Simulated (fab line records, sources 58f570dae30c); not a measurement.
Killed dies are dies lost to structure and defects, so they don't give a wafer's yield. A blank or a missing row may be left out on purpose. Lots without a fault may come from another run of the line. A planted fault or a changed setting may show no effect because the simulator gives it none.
A struck lot beside a sound one | flow berkeley_cmos170 | 15 steps out of a route of 331
Sound: wafers L190.1, L190.3, L190.5. Struck: wafers L201.1, L201.3, L201.4. The cause comes at the end.
At each step with rows: each side's tool, then ch and its chambers, then its first start. Under that, the readings that differ: sound wafers | struck wafers | difference of the means | sigmas: that difference in standard deviations of wafers without a fault.
alike: readings whose means differ by less than 2 such deviations, and words and numbers that are the same on both sides. not compared: withheld readings, readings that some wafer has no value for, bounds like >300 that may hide the same value, and numbers for which the record gives no deviation and whose values overlap.
The two part at a step that has a row with sigmas, a row that says differs or no value, or rows on one side only. Numbers that don't overlap but have no deviation are shown without sigmas and don't part them. A reading that every wafer of one side lacks parts them only if that side has two wafers or more.

first, 6 steps without rows for these wafers: UCB170_M2_COAT_09; UCB170_M2_COAT_10 (resist thk 900 nm); UCB170_M2_SOFTBAKE_11 (time 60 s); UCB170_M2_EXPOSE_12 (exposes mask METAL2, target cd 700 nm); UCB170_M2_PEB_13; UCB170_M2_DEVELOP_14 (develop time 45 s).
UCB170_M2_CD_MEAS_15: target cd 700 nm.
  sound on cd_sem-02, day 9 08:39; struck on cd_sem-01, day 11 14:23
  alike: cd_nm
UCB170_M2_OVL_MEAS_16:
  sound on overlay-02, day 9 08:46; struck on overlay-02, day 11 14:31
  alike: M2_OVL
UCB170_M2_ETCH_17: etches BARC in N2/H2.
  sound on rie_diel-02 ch 0,1,2, day 9 08:49; struck on rie_diel-03 ch 0,2,3, day 11 14:32
  alike: chamber_pressure_mTorr, drypump_motor_current_A, oes_product_au, throttle_valve_pct
UCB170_M2_METAL_ETCH_18: etches Al in Cl2/BCl3, stops on SiO2, target depth 1170 nm, time 195 s.
  sound on rie_metal-03 ch 0,1, day 9 08:51; struck on rie_metal-04 ch 0,1, day 11 14:35
  alike: chamber_pressure_mTorr, drypump_motor_current_A, oes_product_au, throttle_valve_pct
  not compared: rf_hours_counter_h
UCB170_M2_STRIP_19: strips in O2.
  sound on plasma_asher-02 ch 0, day 9 09:02; struck on plasma_asher-02 ch 0,1, day 11 14:46
  alike: chamber_pressure_mTorr, drypump_motor_current_A, oes_product_au
  not compared: rf_hours_counter_h
UCB170_M2_CD_MEAS_90: target cd 700 nm.
  sound on cd_sem-01, day 9 09:11; struck on cd_sem-01, day 11 14:52
  alike: cd_nm
UCB170_V2_CVD_00: deposits SiO2 from TEOS/O2, target thk 2000 nm, time 250 s.
  sound on pecvd-01 ch 0,1, day 9 09:19; struck on pecvd-01 ch 0,1, day 11 15:19
  alike: heater_power_w
UCB170_V2_THK_MEAS_01:
  sound on film_metro-02, day 9 09:28; struck on film_metro-02, day 11 15:43
  reading          | sound          | struck         | difference | sigmas
  V2_TEOS_THK (nm) | 1978 1958 2011 | 3926 3919 4016 | +1971      | +76
UCB170_M3_PROBE_99:
  the record has rows for the sound wafers here (prober-01, day 9 16:49) and none for the struck ones

WHERE THEY PART
First at UCB170_V2_THK_MEAS_01; last, within this record, at UCB170_M3_PROBE_99.

WHY: what the simulator had put in
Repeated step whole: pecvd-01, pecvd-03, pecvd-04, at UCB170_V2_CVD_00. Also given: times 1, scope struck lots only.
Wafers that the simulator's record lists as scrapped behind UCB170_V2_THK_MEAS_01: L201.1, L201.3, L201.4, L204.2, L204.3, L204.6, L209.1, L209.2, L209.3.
